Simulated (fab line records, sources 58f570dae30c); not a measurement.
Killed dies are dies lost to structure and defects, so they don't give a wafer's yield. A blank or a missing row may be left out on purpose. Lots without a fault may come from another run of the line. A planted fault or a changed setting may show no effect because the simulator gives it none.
One fault seen from 2 desks | flow berkeley_cmos170 | each desk has only its own numbers; what lay behind them comes last

THE TOOL OWNER'S DESK: lpcvd-02
The tool's own readings at UCB170_NWELL_CVD_04 (deposits Si3N4 from SiH2Cl2/NH3, target thk 224 nm, time 3360 s): means of the sampled wafers that have a number, for each lot that ran on this tool. A lot is out of limits, marked OUT, if its mean lies more than 4 standard deviations from the usual mean; the brackets give that distance.
Columns: A = sih2cl2_flow_sccm at UCB170_NWELL_CVD_04, usual 25.00 sccm; B = spike_tc_centre_C at UCB170_NWELL_CVD_04, usual 801.8 C; C = spike_tc_load_C at UCB170_NWELL_CVD_04, usual 822 C; D = spike_tc_source_C at UCB170_NWELL_CVD_04, usual 824.0 C; E = susceptor_temp_C at UCB170_NWELL_CVD_04, usual 800.0 C
lot  | first seen here | A               | B     | C   | D     | E
L872 | day 2 11:08     | 24.95           | 801.8 | 820 | 823.7 | 800.1
L873 | day 2 18:09     | 24.94           | 803.4 | 824 | 825.3 | 800.3
L876 | day 3 08:55     | 24.99           | 800.8 | 820 | 822.3 | 799.9
L877 | day 3 08:55     | 24.96           | 801.7 | 820 | 823.9 | 799.5
L879 | day 4 02:52     | 24.94           | 802.1 | 825 | 824.9 | 799.8
L880 | day 4 02:52     | 24.96           | 801.4 | 818 | 823.7 | 800.1
L885 | day 4 22:07     | 29.90 (+74) OUT | 801.1 | 819 | 822.7 | 800.1
This desk's finding: out of limits on L885; first on L885, day 4 22:07 (sih2cl2_flow_sccm at UCB170_NWELL_CVD_04). In limits: L872, L873, L876, L877, L879, L880.

THE METROLOGY DESK
What the gauges read, lot by lot, whatever tool the lot ran on: means of the sampled wafers that have a number. A lot is out of limits, marked OUT, if its mean lies more than 4 standard deviations from the usual mean; the brackets give that distance.
Columns: A = NWELL_NITRIDE_THK at UCB170_NWELL_THK_MEAS_05, usual 224.6 nm; B = M3_AL_THK at UCB170_M3_THK_MEAS_03, usual 901 nm
lot  | first seen here | A                | B
L872 | day 2 13:04     | 224.5            | 906
L873 | day 2 20:06     | 223.9            | 902
L874 | day 3 03:18     | 222.2            | 918
L875 | day 3 03:18     | 225.0            | 888
L876 | day 3 10:51     | 224.3            | 895
L877 | day 3 10:53     | 223.0            | 913
L880 | day 4 04:47     | 227.0            | 897
L879 | day 4 04:49     | 225.3            | 906
L885 | day 5 00:04     | 237.5 (+7.1) OUT | 899
L886 | day 5 08:04     | 224.7            | 904
L888 | day 5 17:52     | 221.0            | 904
L887 | day 5 17:53     | 227.4            | 902
L889 | day 6 03:50     | 225.7            | 862
This desk's finding: out of limits on L885; first on L885, day 5 00:04 (NWELL_NITRIDE_THK at UCB170_NWELL_THK_MEAS_05). In limits: L872, L873, L874, L875, L876, L877, L880, L879, L886, L888, L887, L889.

PUT TOGETHER
The tool owner's desk could have raised an alarm at day 4 22:07, on L885.
The metrology desk could have raised an alarm at day 5 00:04, on L885.
Of the lots named, all ran UCB170_NWELL_CVD_04 on lpcvd-02.

WHAT THE SIMULATOR HAD PUT IN
Process parameter drift: lpcvd-02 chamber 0, from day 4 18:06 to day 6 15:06, at UCB170_NWELL_CVD_04. Setting sih2cl2_flow_sccm, moved by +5, from 25. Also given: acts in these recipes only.
Lots struck among those shown: L885.
Hours from the fault's start to each desk's first reading out of limits: the tool owner's desk, 4; the metrology desk, 6.
